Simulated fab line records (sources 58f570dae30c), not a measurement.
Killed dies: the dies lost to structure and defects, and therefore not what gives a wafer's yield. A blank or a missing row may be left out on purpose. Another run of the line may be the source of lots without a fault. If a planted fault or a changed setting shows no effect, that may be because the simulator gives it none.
Which tool did it? ; flow berkeleyCmos170 ; 14 lots, 42 wafers sampled, at 3 steps of a route of 331

== WHAT THE GAUGES READ, wafer by wafer ==
UCB170_SILICIDE_RS_MEAS_02: the measuring method here is four-point-probe. Usual: for SILICIDE_TI_RS the level is 27.48 ohm/sq and the standard deviation is 0.3.
lot;measured;on;SILICIDE_TI_RS (ohm/sq);flag
L561;day 6 06:47;filmMetro-02;27.75 27.52 27.42;
L564;day 7 06:38;filmMetro-01;27.18 27.08 27.43;
L563;day 7 07:26;filmMetro-02;28.15 28.21 28.03;
L566;day 7 18:04;filmMetro-01;26.89 27.00 26.60;
L569;day 8 11:50;filmMetro-02;51.96 51.88 53.08;OFF
L570;day 8 15:44;filmMetro-01;51.22 51.68 51.00;OFF
L574;day 10 10:35;filmMetro-02;27.75 27.96 27.94;
L576;day 10 10:49;filmMetro-02;27.41 27.65 27.60;
L578;day 10 10:43;filmMetro-01;27.24 27.88 27.12;
L579;day 10 10:58;filmMetro-04;26.87 27.13 27.21;
L582;day 11 10:45;filmMetro-02;27.69 27.55 27.50;
L583;day 11 11:26;filmMetro-02;27.40 27.66 27.38;
L580;day 11 12:01;filmMetro-04;27.62 27.64 27.36;
L584;day 12 05:40;filmMetro-04;27.34 27.47 27.43;

UCB170_SILICIDE_THK_MEAS_03: measures by xrf. Usual: for SILICIDE_TI_THK the level is 29.12 nm and the standard deviation is 0.28.
lot;measured;on;SILICIDE_TI_THK (nm);flag
L561;day 6 06:53;filmMetro-02;28.98 29.16 29.17;
L564;day 7 06:46;filmMetro-01;29.26 29.40 29.05;
L563;day 7 07:33;filmMetro-02;28.44 28.46 28.58;
L566;day 7 18:11;filmMetro-01;29.66 29.55 29.90;
L569;day 8 11:57;filmMetro-02;16.99 17.17 16.85;OFF
L570;day 8 15:50;filmMetro-01;17.35 17.26 17.43;OFF
L574;day 10 10:42;filmMetro-02;29.05 28.77 28.83;
L576;day 10 10:56;filmMetro-02;29.36 29.20 29.19;
L578;day 10 10:50;filmMetro-01;29.21 28.54 29.25;
L579;day 10 11:04;filmMetro-04;29.79 29.68 29.47;
L582;day 11 10:52;filmMetro-02;29.02 28.99 29.17;
L583;day 11 11:32;filmMetro-02;29.14 28.94 29.18;
L580;day 11 12:07;filmMetro-04;29.01 29.05 29.20;
L584;day 12 05:47;filmMetro-04;29.34 29.15 29.25;

== WHAT TOOL EACH LOT RAN ON (gives the tool, then ch and the chambers of the sampled wafers, and finally the start) ==
lot;UCB170_SILICIDE_SPUTTER_01
L561;pvdSputter-02, day 6 06:44
L564;pvdSputter-03, day 7 06:37
L563;pvdSputter-02, day 7 07:23
L566;pvdSputter-03, day 7 18:01
L569;pvdSputter-02, day 8 11:48
L570;pvdSputter-02, day 8 15:40
L574;pvdSputter-04, day 10 10:18
L576;pvdSputter-04, day 10 10:40
L578;pvdSputter-03, day 10 10:40
L579;pvdSputter-03, day 10 10:54
L582;pvdSputter-02, day 11 10:43
L583;pvdSputter-03, day 11 11:22
L580;pvdSputter-03, day 11 11:56
L584;pvdSputter-03, day 12 05:38
- UCB170_SILICIDE_SPUTTER_01: material Ti, target thk 30 nm, time 23.88 s.

== AS READ BY THE TOOLS THEMSELVES (means over the sampled wafers that have a number; for cases with no such wafer, the mark the record gives instead) ==
UCB170_SILICIDE_SPUTTER_01. Usual: cathodeDcPowerW 1500.0 W, standard deviation 0.26; chamberPressurePa 0.5000 Pa, standard deviation 0.0011; throttleValvePct 29.9 %, standard deviation 0.9.
lot;tool;cathodeDcPowerW (W);chamberPressurePa (Pa);throttleValvePct (%);flag
L561;pvdSputter-02;1500.0;0.4983;29.6;
L564;pvdSputter-03;1500.0;0.4993;30.0;
L563;pvdSputter-02;1500.2;0.4997;30.5;
L566;pvdSputter-03;1500.0;0.5005;29.9;
L569;pvdSputter-02;1500.0;0.5001;30.2;
L570;pvdSputter-02;1499.9;0.4998;30.4;
L574;pvdSputter-04;1500.1;0.5000;30.2;
L576;pvdSputter-04;1500.1;0.5002;29.2;
L578;pvdSputter-03;1500.1;0.5003;29.7;
L579;pvdSputter-03;1500.1;0.5007;29.8;
L582;pvdSputter-02;1499.8;0.5002;29.8;
L583;pvdSputter-03;1500.0;0.4994;29.8;
L580;pvdSputter-03;1499.8;0.4991;29.7;
L584;pvdSputter-03;1499.8;0.5001;29.9;

== THE ANSWER, worked out from the rows above alone ==
Rule: a lot counts as off when the mean over its wafers that have a number is more than 3 standard deviations away from the usual mean. A lot without any number at a reading at which 4 lots or more have one is off too. The other lots that the step has rows for count as sound. First the gauges in route order, then the tools' own readings, where a lot's mean is used as printed above. At the first step where some lot is off, the reading lying furthest off is the one used; lots without a number count as furthest.
Off: L569, L570, seen at UCB170_SILICIDE_RS_MEAS_02 (SILICIDE_TI_RS).
A tool fits if, at a process step before that reading, it ran every lot that is off, and no sound lot after the first of them. Those tools and the gauges at UCB170_SILICIDE_RS_MEAS_02 are tried in the same way. No candidate that was tried fits.

== WHAT WAS PUT IN BY THE SIMULATOR ==
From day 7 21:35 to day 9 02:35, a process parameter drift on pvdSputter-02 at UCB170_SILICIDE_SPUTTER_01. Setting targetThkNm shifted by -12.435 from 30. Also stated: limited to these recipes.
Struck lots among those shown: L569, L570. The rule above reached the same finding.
